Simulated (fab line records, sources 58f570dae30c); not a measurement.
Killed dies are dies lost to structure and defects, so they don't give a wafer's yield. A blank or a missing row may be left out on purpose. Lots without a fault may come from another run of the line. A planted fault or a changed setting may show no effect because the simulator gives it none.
Which tool did it? | flow berkeley_cmos170 | 14 lots, 42 wafers sampled, at 6 steps of a route of 331

WHAT THE GAUGES READ, wafer by wafer
UCB170_START_BOW_MEAS_00. Usual: INCOMING_BOW -1 um, standard deviation 6.3.
lot  | measured    | on            | INCOMING_BOW (um) | flag
L925 | day 1 10:01 | film_metro-03 | 2 -3 11           |
L926 | day 1 15:00 | film_metro-03 | -5 7 -18          |
L927 | day 1 20:01 | film_metro-03 | -3 -2 3           |
L928 | day 2 01:00 | film_metro-03 | 4 10 12           |
L929 | day 2 06:02 | film_metro-04 | 3 7 -10           |
L930 | day 2 11:01 | film_metro-04 | 10 3 8            |
L933 | day 3 02:00 | film_metro-03 | -13 4 -2          |
L937 | day 3 22:00 | film_metro-02 | -3 -12 -11        |
L938 | day 4 03:01 | film_metro-04 | 12 -9 4           |
L943 | day 5 04:04 | film_metro-03 | 7 10 3            |
L944 | day 5 09:00 | film_metro-02 | -6 -4 -11         |
L946 | day 5 19:00 | film_metro-03 | -2 -5 -14         |
L947 | day 6 00:01 | film_metro-04 | -1 -2 -4          |
L948 | day 6 05:02 | film_metro-03 | 2 -2 -2           |

UCB170_GATE_THK_MEAS_02. Usual: GATE_OXIDE_THK 6.58 nm, standard deviation 0.11.
lot  | measured     | on            | GATE_OXIDE_THK (nm) | flag
L925 | day 6 23:39  | film_metro-01 | 6.40 6.36 6.34      |
L926 | day 6 23:38  | film_metro-02 | 6.69 6.63 6.77      |
L927 | day 7 09:43  | film_metro-02 | 6.43 6.52 6.36      |
L928 | day 7 09:38  | film_metro-02 | 6.41 6.39 6.40      |
L929 | day 7 09:40  | film_metro-01 | 6.65 6.45 6.60      |
L930 | day 8 01:13  | film_metro-01 | 6.49 6.51 6.48      |
L933 | day 8 09:30  | film_metro-01 | 6.52 6.50 6.66      |
L937 | day 9 14:40  | film_metro-02 | 6.67 6.71 6.69      |
L938 | day 9 14:44  | film_metro-02 | 6.75 6.54 6.56      |
L943 | day 10 06:29 | film_metro-02 | 6.61 6.74 6.56      |
L944 | day 10 11:11 | film_metro-01 | 6.39 6.24 6.43      |
L946 | day 11 03:36 | film_metro-01 | 6.75 6.79 6.78      |
L947 | day 11 03:37 | film_metro-03 | 6.58 6.59 6.52      |
L948 | day 11 07:42 | film_metro-02 | 6.66 6.50 6.47      |

UCB170_V2_CD_MEAS_90: target cd 700 nm. Usual: cd_nm 700.2 nm, standard deviation 1.4.
lot  | measured     | on        | cd_nm (nm)        | flag
L925 | day 9 01:14  | cd_sem-01 | 701.4 700.4 702.1 |
L926 | day 8 20:33  | cd_sem-01 | 698.4 698.6 701.2 |
L927 | day 9 10:29  | cd_sem-02 | 700.3 699.1 701.9 |
L928 | day 9 10:33  | cd_sem-01 | 702.0 701.9 703.1 |
L929 | day 9 05:03  | cd_sem-02 | 700.8 701.6 700.2 |
L930 | day 10 01:22 | cd_sem-01 | 698.9 699.9 700.0 |
L933 | day 10 06:43 | cd_sem-02 | 698.5 700.6 700.0 |
L937 | day 11 09:10 | cd_sem-01 | 692.2 694.4 693.9 | OFF
L938 | day 11 11:35 | cd_sem-02 | 694.6 695.3 695.7 | OFF
L943 | day 11 22:50 | cd_sem-02 | 698.9 702.0 699.9 |
L944 | day 12 06:47 | cd_sem-02 | 700.3 700.0 697.8 |
L946 | day 12 19:22 | cd_sem-01 | 701.1 699.3 698.4 |
L947 | day 12 19:40 | cd_sem-01 | 699.5 699.6 702.0 |
L948 | day 13 13:34 | cd_sem-02 | 700.6 699.5 700.4 |

UCB170_M3_BOW_MEAS_20. Usual: M3_BOW 34 um, standard deviation 6.5.
lot  | measured     | on            | M3_BOW (um) | flag
L925 | day 9 06:22  | film_metro-04 | 38 32 47    |
L926 | day 9 01:08  | film_metro-02 | 35 47 22    |
L927 | day 9 13:23  | film_metro-04 | 29 30 36    |
L928 | day 9 13:38  | film_metro-02 | 41 48 49    |
L929 | day 9 09:01  | film_metro-02 | 39 42 26    |
L930 | day 10 04:38 | film_metro-02 | 42 35 42    |
L933 | day 10 10:10 | film_metro-03 | 26 44 38    |
L938 | day 11 14:47 | film_metro-04 | 49          |
L943 | day 12 01:38 | film_metro-04 | 40 42 36    |
L944 | day 12 09:43 | film_metro-04 | 35 37 30    |
L946 | day 12 23:25 | film_metro-04 | 31 29 21    |
L947 | day 13 00:26 | film_metro-04 | 35 34 31    |
L948 | day 13 16:21 | film_metro-03 | 36 33 33    |

WHICH TOOL RAN EACH LOT (tool, then ch and the chambers of the sampled wafers, then the start)
lot  | UCB170_V2_ETCH_14                  | UCB170_V2_STRIP_15
L925 | rie_diel-01 ch 1,2, day 9 00:56    | plasma_asher-02 ch 0,1, day 9 01:07
L926 | rie_diel-02 ch 1,2,3, day 8 20:16  | plasma_asher-02 ch 0,1, day 8 20:27
L927 | rie_diel-03 ch 0,3, day 9 10:11    | plasma_asher-01 ch 0, day 9 10:22
L928 | rie_diel-01 ch 0,1,2, day 9 10:16  | plasma_asher-02 ch 0, day 9 10:27
L929 | rie_diel-01 ch 0,2,3, day 9 04:44  | plasma_asher-02 ch 0,1, day 9 04:56
L930 | rie_diel-03 ch 0,1,3, day 10 01:04 | plasma_asher-04 ch 0,1, day 10 01:15
L933 | rie_diel-01 ch 0,1,3, day 10 06:26 | plasma_asher-02 ch 0,1, day 10 06:37
L937 | rie_diel-02 ch 0,1,2, day 11 08:53 | plasma_asher-04 ch 0,1, day 11 09:04
L938 | rie_diel-02 ch 1,2, day 11 11:18   | plasma_asher-04 ch 0,1, day 11 11:28
L943 | rie_diel-01 ch 0,1,2, day 11 22:27 | plasma_asher-04 ch 0,1, day 11 22:40
L944 | rie_diel-03 ch 0,1,2, day 12 06:31 | plasma_asher-02 ch 0,1, day 12 06:41
L946 | rie_diel-03 ch 0,2,3, day 12 19:05 | plasma_asher-02 ch 0,1, day 12 19:16
L947 | rie_diel-01 ch 0,2,3, day 12 19:23 | plasma_asher-04 ch 0,1, day 12 19:33
L948 | rie_diel-03 ch 0,1,3, day 13 13:14 | plasma_asher-02 ch 0,1, day 13 13:27
- UCB170_V2_ETCH_14: etches SiO2 in CHF3/CF4/Ar, stops on Al, target depth 1250 nm, time 291 s.
- UCB170_V2_STRIP_15: strips in O2.

WHAT THE TOOLS THEMSELVES READ (means of the sampled wafers that have a number; where no wafer has one, the mark that the record gives instead)
UCB170_V2_ETCH_14. Usual: CHF3_flow_sccm 44.99 sccm, standard deviation 0.13; drypump_motor_current_A 5.8 A, standard deviation 0.45; oes_product_au 0.872 a.u., standard deviation 0.013; rf_fwd_power_W 698.2 W, standard deviation 2.4; throttle_valve_pct 6.97 %, standard deviation 0.1.
lot  | tool        | CHF3_flow_sccm (sccm) | drypump_motor_current_A (A) | oes_product_au (a.u.) | rf_fwd_power_W (W) | throttle_valve_pct (%) | flag
L925 | rie_diel-01 | 45.06                 | 5.6                         | 0.869                 | 699.0              | 6.90                   |
L926 | rie_diel-02 | 44.89                 | 5.7                         | 0.862                 | 699.1              | 7.03                   |
L927 | rie_diel-03 | 44.95                 | 5.9                         | 0.867                 | 698.7              | 7.04                   |
L928 | rie_diel-01 | 44.91                 | 5.6                         | 0.874                 | 696.4              | 6.91                   |
L929 | rie_diel-01 | 44.87                 | 5.6                         | 0.884                 | 701.2              | 6.93                   |
L930 | rie_diel-03 | 45.06                 | 6.0                         | 0.866                 | 699.5              | 6.91                   |
L933 | rie_diel-01 | 45.01                 | 5.4                         | 0.878                 | 696.9              | 6.90                   |
L937 | rie_diel-02 | 45.15                 | 5.8                         | 0.845                 | 418.9              | 7.05                   | OFF
L938 | rie_diel-02 | 44.90                 | 5.6                         | 0.855                 | 418.2              | 7.07                   | OFF
L943 | rie_diel-01 | 45.02                 | 5.6                         | 0.871                 | 697.7              | 6.91                   |
L944 | rie_diel-03 | 45.02                 | 6.5                         | 0.874                 | 695.2              | 6.95                   |
L946 | rie_diel-03 | 45.01                 | 6.0                         | 0.878                 | 698.5              | 7.03                   |
L947 | rie_diel-01 | 44.93                 | 5.6                         | 0.888                 | 697.8              | 6.92                   |
L948 | rie_diel-03 | 45.00                 | 6.0                         | 0.870                 | 699.4              | 6.90                   |

UCB170_V2_STRIP_15. Usual: drypump_motor_current_A 5.59 A, standard deviation 0.28; oes_product_au 0.722 a.u., standard deviation 0.0041; strip_time_to_endpoint_s 15.31 s, standard deviation 0.12.
lot  | tool            | drypump_motor_current_A (A) | oes_product_au (a.u.) | strip_time_to_endpoint_s (s) | flag
L925 | plasma_asher-02 | 5.89                        | 0.721                 | 15.27                        |
L926 | plasma_asher-02 | 5.86                        | 0.720                 | 15.29                        |
L927 | plasma_asher-01 | 6.10                        | 0.723                 | 15.22                        |
L928 | plasma_asher-02 | 5.61                        | 0.719                 | 15.39                        |
L929 | plasma_asher-02 | 5.88                        | 0.723                 | 15.37                        |
L930 | plasma_asher-04 | 5.32                        | 0.717                 | 15.29                        |
L933 | plasma_asher-02 | 5.88                        | 0.723                 | 15.38                        |
L937 | plasma_asher-04 | 5.34                        | 0.725                 | 16.74                        | OFF
L938 | plasma_asher-04 | 5.39                        | 0.719                 | 16.64                        | OFF
L943 | plasma_asher-04 | 5.33                        | 0.721                 | 15.27                        |
L944 | plasma_asher-02 | 5.88                        | 0.722                 | 15.31                        |
L946 | plasma_asher-02 | 5.88                        | 0.720                 | 15.45                        |
L947 | plasma_asher-04 | 5.33                        | 0.720                 | 15.20                        |
L948 | plasma_asher-02 | 5.90                        | 0.724                 | 15.32                        |

THE ANSWER, worked out from the rows above alone
Rule: a lot is off if the mean of its wafers that have a number lies more than 3 standard deviations from the usual mean. A lot without any number at a reading at which 4 lots or more have one is off too. The other lots that the step has rows for count as sound. The gauges are gone through in route order, then the tools' own readings, and for those a lot's mean is taken as printed above. The first step at which some lot is off is used, and at that step the reading that is off furthest; a lot without a number counts as furthest.
Off: L937, L938, at UCB170_V2_CD_MEAS_90 (cd_nm).
A tool fits if, at a process step before that reading, it ran every lot that is off, and no sound lot after the first of them. The gauges at UCB170_V2_CD_MEAS_90 aren't tried: what is off there is off at UCB170_V2_ETCH_14 too, on other tools, and a gauge's error can't cause that. One fits: rie_diel-02 at UCB170_V2_ETCH_14. Its last sound lot is L926 (day 8 20:16), its first lot that is off L937 (day 11 08:53): a fault that began between those two fits.
The tool's own readings at UCB170_V2_ETCH_14 bear it out: on the lots that are off they differ by more than 5 times the standard deviation of the sound lots' means. rf_fwd_power_W reads 418.5 W there against 698.3 W on the sound lots.

WHAT THE SIMULATOR HAD PUT IN
Process parameter drift: rie_diel-02, from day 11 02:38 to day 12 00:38, at UCB170_V2_ETCH_14. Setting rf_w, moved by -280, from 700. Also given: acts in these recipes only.
Lots struck among those shown: L937, L938. The rule above found the same.
